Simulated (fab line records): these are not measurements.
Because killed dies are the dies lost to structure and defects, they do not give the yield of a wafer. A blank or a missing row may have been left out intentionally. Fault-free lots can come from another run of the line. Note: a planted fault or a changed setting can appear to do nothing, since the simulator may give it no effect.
What tool caused it? -- flow berkeley cmos170 -- Sampling: 14 lots, 42 wafers, 5 of 331 route steps

WHAT THE GAUGES SHOWED, per wafer
UCB170_WELLDRIVE_THK_MEAS_02. Usual: WELLDRIVE_OXIDE_THK 199 nm, standard deviation 4.9.
lot,measured,on,WELLDRIVE_OXIDE_THK (nm),flag
L484,day 3 15:15,film metro-02,199 199 198,
L486,day 4 02:08,film metro-01,196 195 197,
L487,day 4 02:08,film metro-02,192 191 192,
L490,day 4 11:36,film metro-01,208 202 204,
L489,day 4 11:40,film metro-02,202 202 198,
L498,day 6 07:45,film metro-02,199 198 198,
L500,day 6 07:45,film metro-01,194 192 192,
L499,day 6 12:49,film metro-02,202 199 200,
L502,day 6 22:38,film metro-01,200 202 199,
L503,day 7 10:02,film metro-02,199 201 205,
L504,day 7 16:05,film metro-02,206 200 202,
L505,day 7 23:44,film metro-04,201 206 200,
L506,day 7 23:44,film metro-02,206 203 205,
L507,day 8 10:58,film metro-02,197 196 194,

UCB170_NLDD_CD_MEAS_06 targets a cd of 1200 nm. Usual: 1199.6 nm for cd nm, sd 1.4.
lot,measured,on,cd nm (nm),flag
L484,day 6 06:28,cd sem-01,1198.0 1199.4 1199.3,
L486,day 6 10:41,cd sem-02,1200.8 1200.1 1199.4,
L487,day 6 10:25,cd sem-02,1198.2 1197.1 1197.9,
L490,day 6 19:35,cd sem-02,1211.7 1212.0 1212.5 1211.7 1212.0 1212.7,OFF
L489,day 6 19:22,cd sem-01,1208.5 1208.5 1208.8 1208.5 1208.8 1208.6,OFF
L498,day 9 09:09,cd sem-02,1196.9 1197.4 1197.8,
L500,day 9 09:37,cd sem-02,1201.0 1200.4 1201.9,
L499,day 9 09:53,cd sem-01,1199.0 1200.1 1199.3,
L502,day 9 21:57,cd sem-01,1200.5 1201.2 1201.5,
L503,day 10 08:55,cd sem-01,1198.8 1200.1 1200.2,
L504,day 10 09:08,cd sem-02,1198.9 1200.2 1200.7,
L505,day 10 13:22,cd sem-01,1200.2 1201.6 1200.6,
L506,day 10 14:05,cd sem-02,1199.1 1197.1 1197.4,
L507,day 11 04:48,cd sem-02,1200.5 1199.9 1200.2,

UCB170_PSD_OVL_MEAS_07. Usual: PSD_OVL 1 nm, standard deviation 5.
lot,measured,on,PSD_OVL (nm),flag
L484,day 6 12:18,overlay-02,7 0 0,
L486,day 6 16:59,overlay-02,3 8 4,
L487,day 6 17:14,overlay-01,-6 -5 -3,
L490,day 7 04:31,overlay-02,-3 6 0,
L489,day 7 04:00,overlay-01,-4 1 7,
L498,day 9 15:32,overlay-02,0 2 3,
L500,day 9 15:44,overlay-02,5 5 6,
L499,day 9 15:58,overlay-02,3 4 1,
L502,day 10 03:29,overlay-02,-4 -12 -4,
L503,day 10 15:38,overlay-02,6 -2 2,
L504,day 10 15:43,overlay-02,3 -1 -1,
L505,day 10 18:49,overlay-02,1 -7 -3,
L506,day 10 18:56,overlay-02,-6 -6 0,
L507,day 11 12:14,overlay-02,9 -1 2,

UCB170_M1_CD_MEAS_09 targets a cd of 700 nm. Usual: 700.5 nm for cd nm, sd 1.3.
lot,measured,on,cd nm (nm),flag
L484,day 7 01:31,cd sem-02,700.4 700.9 701.2,
L486,day 7 04:17,cd sem-01,701.3 701.9 700.6,
L487,day 7 05:09,cd sem-02,698.7 698.3 698.7,
L490,day 7 16:30,cd sem-01,700.4 701.3 700.1,
L489,day 7 16:28,cd sem-02,702.5 700.2 703.0,
L498,day 10 01:51,cd sem-02,700.6 700.2 701.3,
L500,day 10 01:58,cd sem-02,698.5 699.0 699.1,
L499,day 10 03:14,cd sem-02,698.6 698.7 699.2,
L502,day 10 16:59,cd sem-02,701.2 700.9 700.1,
L503,day 11 02:23,cd sem-01,700.4 700.9 700.9,
L504,day 11 02:40,cd sem-01,698.7 699.7 699.9,
L505,day 11 08:26,cd sem-01,701.0 701.3 700.8,
L506,day 11 08:50,cd sem-02,698.3 696.2 696.8,
L507,day 12 02:08,cd sem-02,699.6 700.4 701.4,

EACH LOT AND THE TOOL THAT RAN IT (in order: tool; ch and the chambers of the sampled wafers; start)
lot,UCB170_NLDD_PEB_04
L484,"litho track-04 ch 0, day 6 06:11"
L486,"litho track-01 ch 0, day 6 10:25"
L487,"litho track-02 ch 0, day 6 10:08"
L490,"litho track-02 ch 0, day 6 19:16"
L489,"litho track-02 ch 0, day 6 18:59"
L498,"litho track-04 ch 0, day 9 08:53"
L500,"litho track-01 ch 0, day 9 09:21"
L499,"litho track-01 ch 0, day 9 09:37"
L502,"litho track-04 ch 0, day 9 21:41"
L503,"litho track-02 ch 0, day 10 08:38"
L504,"litho track-04 ch 0, day 10 08:52"
L505,"litho track-01 ch 0, day 10 13:05"
L506,"litho track-04 ch 0, day 10 13:49"
L507,"litho track-04 ch 0, day 11 04:32"
- UCB170_NLDD_PEB_04

AS READ BY THE TOOLS THEMSELVES (means over the sampled wafers that have a number; for cases with no such wafer, the mark the record gives instead)
The record holds no such reading with a usual standard deviation.

THE ANSWER, worked out from the rows above alone
Rule: lot off if the mean of its wafers having a number is beyond 3 standard deviations from the usual mean. A lot without any number at a reading at which 4 lots or more have one is off too. Any other lot the step has rows for is counted as sound. First the gauges in route order, then the tools' own readings, where a lot's mean is used as printed above. At the first step where some lot is off, the reading lying furthest off is the one used; lots without a number count as furthest.
Off at UCB170_NLDD_CD_MEAS_06 (cd nm): L490, L489.
A tool fits if, at a process step before that reading, it ran every lot that is off, and no sound lot after the first of them. Those tools and the gauges at UCB170_NLDD_CD_MEAS_06 are tried in the same way. No candidate that was tried fits.

WHAT THE SIMULATOR HAD INSERTED
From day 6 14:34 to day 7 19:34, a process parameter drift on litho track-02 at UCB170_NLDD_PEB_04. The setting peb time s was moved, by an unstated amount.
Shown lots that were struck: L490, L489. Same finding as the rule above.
